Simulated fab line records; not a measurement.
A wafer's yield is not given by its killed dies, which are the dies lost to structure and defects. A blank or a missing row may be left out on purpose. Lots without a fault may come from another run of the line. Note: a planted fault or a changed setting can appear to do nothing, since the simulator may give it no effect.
fab line records ; flow ritCmos
[record] lots = 6; wafers = 18; lastDay = 7
route steps=202 shown ACTIVE@1 M1@202
lots that met no fault: taken from a fault-free run of the same line
startH: start of the lot's first displayed wafer, in hours after the record's first day ; waitH: hours from the lot's prior step to this one ; " the same as in the row above ; L1.1+2: a single row standing in for several wafers ; - no value, or no start given ; * or withheld: withheld ; < > ~ a bound
route shown NAME@n: a module of which the file shows steps, and the number in the route of the first ; usual: mean/standard deviation of fault-free wafers ; same: alike in all rows ; chamber/n: place in a boat ; sites: the reading at each site ; _std_site: the standard deviation of these ; _edge_site: the outer-site mean with the inner-site mean subtracted ; radiusMm: how far each site lies from the wafer's centre ; mask NAME#n: copy n ; behind: tool/chamber where the wafer was last shaped ; hold: the reason the lot was held/the length of the hold in hours/how it ended ; device: the transistor (n, p or np) that didn't switch ; end of line: the same wafers' tests at the end of the route ; for a step that has no rows: nothing shown but its recipe ; killed: count of dies lost to structure and defects at first sort (not the wafer's yield) ; map: a wafer's dies, marking killed ones x, the rest . and places with no die _
set.NAME: the setting the step ran with; set.NAME@STEP: the setting that earlier step ran with ; model.NAME: the simulator's own value behind a step, which no gauge read
lots at some steps of the route; a table a step, a row a wafer
services: when a tool's chamber went out of use (startH, in hours from the record's first day, below 0 if earlier), for how many hours, and the reason
[[steps]]
[step RIT_ACTIVE_BOW_MEAS_00]
[recipe] mode = bow
[usual] INCOMING_BOW = 0/6.2
lot.wafer;tool;chamber;startH;waitH;INCOMING_BOW[um]
L710.2;filmMetro-03;-;30.02;-;5
L710.3;filmMetro-03;-;30.02;-;-3
L710.6;filmMetro-03;-;30.02;-;-4
L712.3;filmMetro-04;-;40.04;-;4
L712.4;filmMetro-04;-;40.04;-;10
L712.5;filmMetro-04;-;40.04;-;2
L713.2;filmMetro-04;-;45.02;-;5
L713.5;filmMetro-04;-;45.02;-;12
L713.6;filmMetro-04;-;45.02;-;-14
L722.1;filmMetro-03;-;90.00;-;1
L722.5;filmMetro-03;-;90.00;-;1
L722.6;filmMetro-03;-;90.00;-;4
L724.1;filmMetro-04;-;100.00;-;1
L724.3;filmMetro-04;-;100.00;-;-13
L724.6;filmMetro-04;-;100.00;-;-2
L728.2;filmMetro-03;-;120.02;-;7
L728.3;filmMetro-03;-;120.02;-;-3
L728.6;filmMetro-03;-;120.02;-;-5
[step RIT_ACTIVE_OXIDATION_01]
[recipe] tempC = 1000; ambient = O2; targetThkA = 468; oxTimeS = 3360
[step RIT_ACTIVE_THK_MEAS_02]
[recipe] reads = SiO2_of_ACTIVE_OXIDATION_01
[usual] ACTIVE_OXIDE_THK = 46.8/1.1
lot.wafer;tool;chamber;startH;waitH;ACTIVE_OXIDE_THK[nm]
L710.2;filmMetro-03;-;32.06;0.0;47.4
L710.3;filmMetro-03;-;32.06;0.0;47.9
L710.6;filmMetro-03;-;32.06;0.0;48.0
L712.3;filmMetro-03;-;42.07;0.0;48.1
L712.4;filmMetro-03;-;42.07;0.0;47.5
L712.5;filmMetro-03;-;42.07;0.0;48.1
L713.2;filmMetro-02;-;47.06;0.0;45.9
L713.5;filmMetro-02;-;47.06;0.0;45.3
L713.6;filmMetro-02;-;47.06;0.0;45.7
L722.1;filmMetro-04;-;92.05;0.0;47.7
L722.5;filmMetro-04;-;92.05;0.0;47.6
L722.6;filmMetro-04;-;92.05;0.0;47.5
L724.1;filmMetro-03;-;102.05;0.0;48.2
L724.3;filmMetro-03;-;102.05;0.0;47.7
L724.6;filmMetro-03;-;102.05;0.0;47.7
L728.2;filmMetro-04;-;122.06;0.0;47.5
L728.3;filmMetro-04;-;122.06;0.0;47.9
L728.6;filmMetro-04;-;122.06;0.0;47.6
[step RIT_ACTIVE_CVD_03]
[recipe] material = Si3N4; targetThkNm = 150; tempC = 810; precursor = SiH2Cl2/NH3; timeS = 1500; pressureMtorr = 294.7; sih2cl2FlowSccm = 60; nh3FlowSccm = 150
[step RIT_ACTIVE_THK_MEAS_04]
[recipe] reads = Si3N4_of_ACTIVE_CVD_03
[usual] ACTIVE_NITRIDE_THK = 149.1/1.4
lot.wafer;tool;chamber;startH;waitH;ACTIVE_NITRIDE_THK[nm]
L710.2;filmMetro-04;-;33.54;0.0;148.7
L710.3;filmMetro-04;-;33.54;0.0;147.8
L710.6;filmMetro-04;-;33.54;0.0;149.5
L712.3;filmMetro-03;-;43.55;0.0;151.1
L712.4;filmMetro-03;-;43.55;0.0;150.5
L712.5;filmMetro-03;-;43.55;0.0;151.7
L713.2;filmMetro-03;-;49.25;0.0;149.4
L713.5;filmMetro-03;-;49.25;0.0;149.5
L713.6;filmMetro-03;-;49.25;0.0;150.0
L722.1;filmMetro-02;-;93.53;0.0;150.8
L722.5;filmMetro-02;-;93.53;0.0;150.0
L722.6;filmMetro-02;-;93.53;0.0;149.3
L724.1;filmMetro-04;-;103.53;0.0;149.3
L724.3;filmMetro-04;-;103.53;0.0;149.6
L724.6;filmMetro-04;-;103.53;0.0;148.5
L728.2;filmMetro-03;-;123.54;0.0;150.5
L728.3;filmMetro-03;-;123.54;0.0;149.0
L728.6;filmMetro-03;-;123.54;0.0;149.9
[step RIT_ACTIVE_HMDS_05]
[recipe] primeTimeS = 60; primeTempC = 140
[step RIT_ACTIVE_COAT_06]
[recipe] resist = NOVOLAK; spinRpm = 3250; resistThkNm = 1000
[usual] spinSpeedRpm = 3249.7/2.1
lot.wafer;tool;chamber;startH;waitH;spinSpeedRpm;model.NOVOLAK_of_ACTIVE_COAT_06.thkNm
L710.2;lithoTrack-03;0;33.77;0.1;3251.4;1001
L710.3;lithoTrack-03;0;33.77;0.1;3251.5;999.5
L710.6;lithoTrack-03;0;33.77;0.1;3248.1;999.6
L712.3;lithoTrack-02;0;43.79;0.1;3249.5;1004
L712.4;lithoTrack-02;0;43.79;0.1;3246.6;1004
L712.5;lithoTrack-02;0;43.79;0.1;3250.0;1002
L713.2;lithoTrack-01;0;49.47;0.1;3248.9;997.9
L713.5;lithoTrack-01;0;49.47;0.1;3247.0;999.7
L713.6;lithoTrack-01;0;49.47;0.1;3247.2;996.4
L722.1;lithoTrack-03;0;93.74;0.1;3979.1;904.7
L722.5;lithoTrack-03;0;93.74;0.1;3977.9;905.1
L722.6;lithoTrack-03;0;93.74;0.1;3974.3;902.8
L724.1;lithoTrack-03;0;103.74;0.1;3974.6;902
L724.3;lithoTrack-03;0;103.74;0.1;3975.3;903.1
L724.6;lithoTrack-03;0;103.74;0.1;3976.0;905.9
L728.2;lithoTrack-02;0;123.77;0.1;3251.2;995.1
L728.3;lithoTrack-02;0;123.77;0.1;3247.8;996.2
L728.6;lithoTrack-02;0;123.77;0.1;3250.6;997.6
[step RIT_ACTIVE_SOFTBAKE_07]
[recipe] resist = NOVOLAK; tempC = 90; timeS = 60
[step RIT_ACTIVE_EXPOSE_08]
[recipe] maskId = M1; na = 0.6; sourceShape = conventional; sigmaOuter = 0.6; targetCdNm = 1400; doseMj = 225
[step RIT_ACTIVE_PEB_09]
[recipe] resist = NOVOLAK; tempC = withheld; timeS = withheld
[step RIT_ACTIVE_DEVELOP_10]
[recipe] resist = NOVOLAK; developTimeS = 50; devTempC = 22.56
[usual] developerTempC = 22.58/0.1
[same] developTimeS = 50
lot.wafer;tool;chamber;startH;waitH;developerTempC;model.ACTIVE.cdNm
L710.2;lithoTrack-03;0;-;-;22.60;1402
L710.3;lithoTrack-03;0;-;-;22.51;1404
L710.6;lithoTrack-03;0;-;-;22.47;1402
L712.3;lithoTrack-03;0;-;-;22.48;1399
L712.4;lithoTrack-03;0;-;-;22.56;1401
L712.5;lithoTrack-03;0;-;-;22.57;1400
L713.2;lithoTrack-03;0;-;-;22.67;1397
L713.5;lithoTrack-03;0;-;-;22.47;1398
L713.6;lithoTrack-03;0;-;-;22.65;1396
L722.1;lithoTrack-01;0;-;-;22.65;1391
L722.5;lithoTrack-01;0;-;-;22.56;1392
L722.6;lithoTrack-01;0;-;-;22.64;1392
L724.1;lithoTrack-01;0;-;-;22.67;1387
L724.3;lithoTrack-01;0;-;-;22.67;1387
L724.6;lithoTrack-01;0;-;-;22.54;1386
L728.2;lithoTrack-02;0;-;-;22.46;1395
L728.3;lithoTrack-02;0;-;-;22.39;1395
L728.6;lithoTrack-02;0;-;-;22.54;1396
[step RIT_ACTIVE_CD_MEAS_11]
[recipe] targetCdNm = 1400
[usual] cdNm = 1400.0/2.4
lot.wafer;tool;chamber;startH;waitH;cdNm
L710.2;cdSem-02;-;34.46;-;1402.0
L710.3;cdSem-02;-;34.46;-;1403.8
L710.6;cdSem-02;-;34.46;-;1401.6
L712.3;cdSem-01;-;44.48;-;1399.4
L712.4;cdSem-01;-;44.48;-;1401.2
L712.5;cdSem-01;-;44.48;-;1400.2
L713.2;cdSem-02;-;50.30;-;1397.4
L713.5;cdSem-02;-;50.30;-;1398.2
L713.6;cdSem-02;-;50.30;-;1395.7
L722.1;cdSem-02;-;94.56;-;1391.5
L722.5;cdSem-02;-;94.56;-;1391.3
L722.6;cdSem-02;-;94.56;-;1391.4
L724.1;cdSem-01;-;104.52;-;1387.1
L724.3;cdSem-01;-;104.52;-;1386.7
L724.6;cdSem-01;-;104.52;-;1385.9
L728.2;cdSem-02;-;124.58;-;1395.0
L728.3;cdSem-02;-;124.58;-;1394.9
L728.6;cdSem-02;-;124.58;-;1396.6
[step RIT_ACTIVE_HARDBAKE_12]
[recipe] resist = NOVOLAK; tempC = 140; timeS = 60
[step RIT_ACTIVE_ETCH_13]
[recipe] stopOn = SiO2; chemistry = SF6; target = Si3N4; timeS = 210; overEtchFrac = 0.4; SF6_flow_sccm = 200; pressureMtorr = 260; rfW = 125; targetDepthA = 2100
[usual] drypumpMotorCurrentA = 5.7/0.4; oesProductAu = 0.812/0.014; throttleValvePct = 7.54/0.076
lot.wafer;tool;chamber;startH;waitH;drypumpMotorCurrentA;oesProductAu;rfHoursCounterH;throttleValvePct;model.NOVOLAK_of_ACTIVE_COAT_06.thkNm;model.ACTIVE.cdNm
L710.2;rieDiel-02;2;34.71;0.1;5.6;0.793;57;7.52;651.9;1402
L710.3;rieDiel-02;0;34.71;0.1;5.3;0.799;3;7.57;656.3;1404
L710.6;rieDiel-02;3;34.71;0.1;6.0;0.826;-;7.67;650.8;1402
L712.3;rieDiel-03;1;44.71;0.1;6.1;0.809;58;7.45;659.4;1399
L712.4;rieDiel-03;0;44.71;0.1;5.3;0.800;136;7.56;656.4;1401
L712.5;rieDiel-03;1;44.71;0.1;6.1;0.817;-;7.44;657.9;1400
L713.2;rieDiel-04;0;50.55;0.1;6.2;0.808;5;7.56;655.7;1397
L713.5;rieDiel-04;0;50.55;0.1;6.2;0.815;-;7.55;656.7;1398
L713.6;rieDiel-04;1;50.55;0.1;5.7;0.815;-;7.47;650.4;1396
L722.1;rieDiel-02;1;94.83;0.1;5.0;0.832;151;7.46;572.3;1391
L722.5;rieDiel-02;1;94.83;0.1;4.9;0.836;-;7.45;573;1392
L722.6;rieDiel-02;0;94.83;0.1;5.3;0.794;-;7.57;577.5;1392
L724.1;rieDiel-03;1;104.79;0.1;6.1;0.817;59;7.44;570.8;1387
L724.3;rieDiel-03;2;104.79;0.1;6.1;0.834;138;7.47;571.1;1387
L724.6;rieDiel-03;2;104.79;0.1;6.1;0.842;-;7.47;570.1;1386
L728.2;rieDiel-03;3;124.83;0.1;5.9;0.811;67;7.43;649.2;1395
L728.3;rieDiel-03;0;124.83;0.1;5.3;0.792;138;7.60;648.8;1395
L728.6;rieDiel-03;3;124.83;0.1;5.9;0.809;-;7.43;650.9;1396
[step RIT_ACTIVE_STRIP_14]
[recipe] chemistry = O2; timeS = 180; resist = NOVOLAK; platenTempC = withheld; powerW = 500; pressureMtorr = 4000; o2FlowSccm = 4000
[usual] drypumpMotorCurrentA = 5.5/0.38
lot.wafer;tool;chamber;startH;waitH;drypumpMotorCurrentA;rfHoursCounterH
L710.2;plasmaAsher-01;0;34.84;0.1;6.2;26
L710.3;plasmaAsher-01;0;34.84;0.1;6.1;-
L710.6;plasmaAsher-01;1;34.84;0.1;5.7;-
L712.3;plasmaAsher-04;1;44.90;0.1;5.0;-
L712.4;plasmaAsher-04;0;44.90;0.1;5.4;-
L712.5;plasmaAsher-04;1;44.90;0.1;5.0;-
L713.2;plasmaAsher-01;1;50.68;0.1;5.8;27
L713.5;plasmaAsher-01;0;50.68;0.1;6.2;-
L713.6;plasmaAsher-01;1;50.68;0.1;5.8;-
L722.1;plasmaAsher-04;0;94.97;0.1;5.4;50
L722.5;plasmaAsher-04;0;94.97;0.1;5.4;-
L722.6;plasmaAsher-04;1;94.97;0.1;5.0;-
L724.1;plasmaAsher-04;1;104.93;0.1;5.0;52
L724.3;plasmaAsher-04;0;104.93;0.1;5.4;-
L724.6;plasmaAsher-04;1;104.93;0.1;5.0;-
L728.2;plasmaAsher-03;0;124.97;0.1;5.9;49
L728.3;plasmaAsher-03;0;124.97;0.1;5.9;-
L728.6;plasmaAsher-03;1;124.97;0.1;5.4;-
[step RIT_M1_PROBE_99]
[usual] killedAtFrontEnd = 7/3; killedDies = 7/3; killedOpen = 3.2/1.8; killedShort = 3.5/2.1
[same] grossDies = 264; killed_at_M0_to_M3 = 0; killed_at_M4_up = 0; killedAtBackSide = 0; killedAtContacts = 0; killedAtOther = 0
lot.wafer;tool;chamber;startH;waitH;killedAtFrontEnd;killedDies;killedOpen;killedShort
L722.1;prober-02;-;139.31;0.1;4;4;2;2
L722.5;prober-02;-;139.51;0.2;7;7;5;2
L722.6;prober-02;-;139.56;0.2;4;4;1;3
L728.2;prober-02;-;169.04;0.1;3;3;1;2
L728.3;prober-02;-;169.09;0.2;6;6;3;3
L728.6;prober-02;-;169.24;0.2;5;5;3;2
// killed by level:class
L722.1 FOX1:geometricParticle:short=1 FOX2:geometricParticle:open=1 GATE:geometricParticle:short=1 SILICIDE:geometricParticle:open=1
L722.5 FOX1:geometricParticle:open=2 REOX:geometricParticle:open=2 FOX1:geometricParticle:short=1 REOX:geometricParticle:short=1 SILICIDE:geometricParticle:open=1
L722.6 SILICIDE:geometricParticle:short=2 GATE:geometricParticle:open=1 REOX:geometricParticle:short=1
L728.2 GATE:geometricParticle:open=1 SPACER:geometricParticle:short=1 SILICIDE:geometricParticle:short=1
L728.3 REOX:geometricParticle:open=2 SPACER:geometricParticle:short=2 FOX2:geometricParticle:open=1 SILICIDE:geometricParticle:short=1
L728.6 SPACER:geometricParticle:open=2 FOX1:geometricParticle:short=1 FOX2:geometricParticle:open=1 SILICIDE:geometricParticle:short=1
[[services]]
tool;chamber;startH;hours;kind
rieDiel-03;0;22.45;14.5;repair
plasmaAsher-03;-;25.21;1.6;repair
plasmaAsher-03;-;25.40;3.0;repair
rieDiel-03;2;26.62;7.9;repair
rieDiel-02;1;32.02;2.8;repair
rieDiel-02;1;58.30;5.1;repair
plasmaAsher-03;-;60.21;2.8;pm
plasmaAsher-03;-;81.50;28.1;pm
rieDiel-03;1;82.04;5.8;repair
rieDiel-02;1;90.58;3.9;repair
rieDiel-02;2;104.33;14.5;repair
rieDiel-04;-;116.13;2.8;pm
[[key]]
[firstSign] step = RIT_ACTIVE_COAT_06; reading = spinSpeedRpm; direction = up; sigmas = 99+; usual = 3249.7; struck = 3976.2
[effect] step = RIT_ACTIVE_CD_MEAS_11; reading = cdNm; direction = down; sigmas = 4.6; usual = 1400.0; struck = 1389.0
[modelEffect] step = RIT_ACTIVE_COAT_06; value = NOVOLAK_of_ACTIVE_COAT_06.thkNm; without = 999.8; struck = 903.9
[modelEffect] step = RIT_ACTIVE_DEVELOP_10; value = ACTIVE.cdNm; without = 1399; struck = 1389
[modelEffect] step = RIT_ACTIVE_ETCH_13; value = NOVOLAK_of_ACTIVE_COAT_06.thkNm; without = 656.4; struck = 572.5
metAt RIT_ACTIVE_COAT_06
struckWafers L722.1,L722.5,L722.6,L724.1,L724.3,L724.6
testerLeftOut L722,L724
onsetBetween 33.77 93.74
[fault] kind = processParameterDrift; tool = lithoTrack-03; chamber = -; onsetH = 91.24; steps = RIT_ACTIVE_COAT_06; channel = spinRpm; offset = 725.91; shape = step; endH = 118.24; actsIn = theseRecipesOnly; stated = 3250
// testerLeftOut: of these lots the tester's yield and bins aren't shown, on N5 and GAA mostly nor the transistor test; their killed dies are dies lost to structure and defects alone, not to doping, threshold or leakage, so they don't give the yield
